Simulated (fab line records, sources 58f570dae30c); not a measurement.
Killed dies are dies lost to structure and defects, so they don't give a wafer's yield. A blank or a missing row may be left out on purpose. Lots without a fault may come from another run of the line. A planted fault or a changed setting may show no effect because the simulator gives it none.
Which tool did it? | flow berkeley_cmos170 | 7 lots, 21 wafers sampled, at 2 steps of a route of 331

WHAT THE GAUGES READ, wafer by wafer
UCB170_SDANNEAL_RS_MEAS_04: measures by four-point-probe.
lot  | measured     | on            | PLDD_RS (ohm/sq)
L807 | day 6 22:12  | film_metro-04 | 1030.4 1027.1 1030.2
L810 | day 7 21:30  | film_metro-02 | 1033.2 1031.3 1031.0
L815 | day 9 06:56  | film_metro-02 | 1032.2 1030.7 1030.8
L817 | day 9 12:18  | film_metro-02 | 1032.4 1031.8 1032.0
L820 | day 9 21:01  | film_metro-01 | 1090.6 1095.9 1089.5
L822 | day 10 05:44 | film_metro-04 | 1034.3 1034.4 1032.0
L828 | day 11 13:38 | film_metro-02 | 1027.2 1030.0 1031.6

WHICH TOOL RAN EACH LOT (tool, then ch and the chambers of the sampled wafers, then the start)
lot  | UCB170_SPACER_ANNEAL_02
L807 | furnace-04 ch 0, day 6 12:05
L810 | furnace-04 ch 0, day 7 15:23
L815 | furnace-03 ch 0, day 9 00:41
L817 | furnace-04 ch 0, day 9 05:06
L820 | furnace-03 ch 0, day 9 14:29
L822 | furnace-04 ch 0, day 9 22:17
L828 | furnace-01 ch 0, day 11 06:39
- UCB170_SPACER_ANNEAL_02: time 1800 s.

THE ANSWER, worked out from the rows above alone
Rule: what is usual is taken from the lots themselves. Put in order of their means at a reading, lots are off if they are a third of the lots or fewer, leave a main group of 4 or more, and stand apart from it by a gap of 3 or more times the standard deviation of the main group's means; of several such gaps the widest counts. A main group whose means are all the same, to the digits that the tables above print for the reading, isn't used. A lot without any number at a reading at which 4 lots or more have one is off too. The other lots that the step has rows for count as sound.
Off: L820, at UCB170_SDANNEAL_RS_MEAS_04 (PLDD_RS). The main group: mean 1031.3 ohm/sq, standard deviation 1.5.
A tool fits if, at a process step before that reading, it ran every lot that is off, and no sound lot after the first of them. The gauges at UCB170_SDANNEAL_RS_MEAS_04 are tried like those tools. Can't be told from this: 2 tools fit, furnace-03 at UCB170_SPACER_ANNEAL_02, film_metro-01 at UCB170_SDANNEAL_RS_MEAS_04.

WHAT THE SIMULATOR HAD PUT IN
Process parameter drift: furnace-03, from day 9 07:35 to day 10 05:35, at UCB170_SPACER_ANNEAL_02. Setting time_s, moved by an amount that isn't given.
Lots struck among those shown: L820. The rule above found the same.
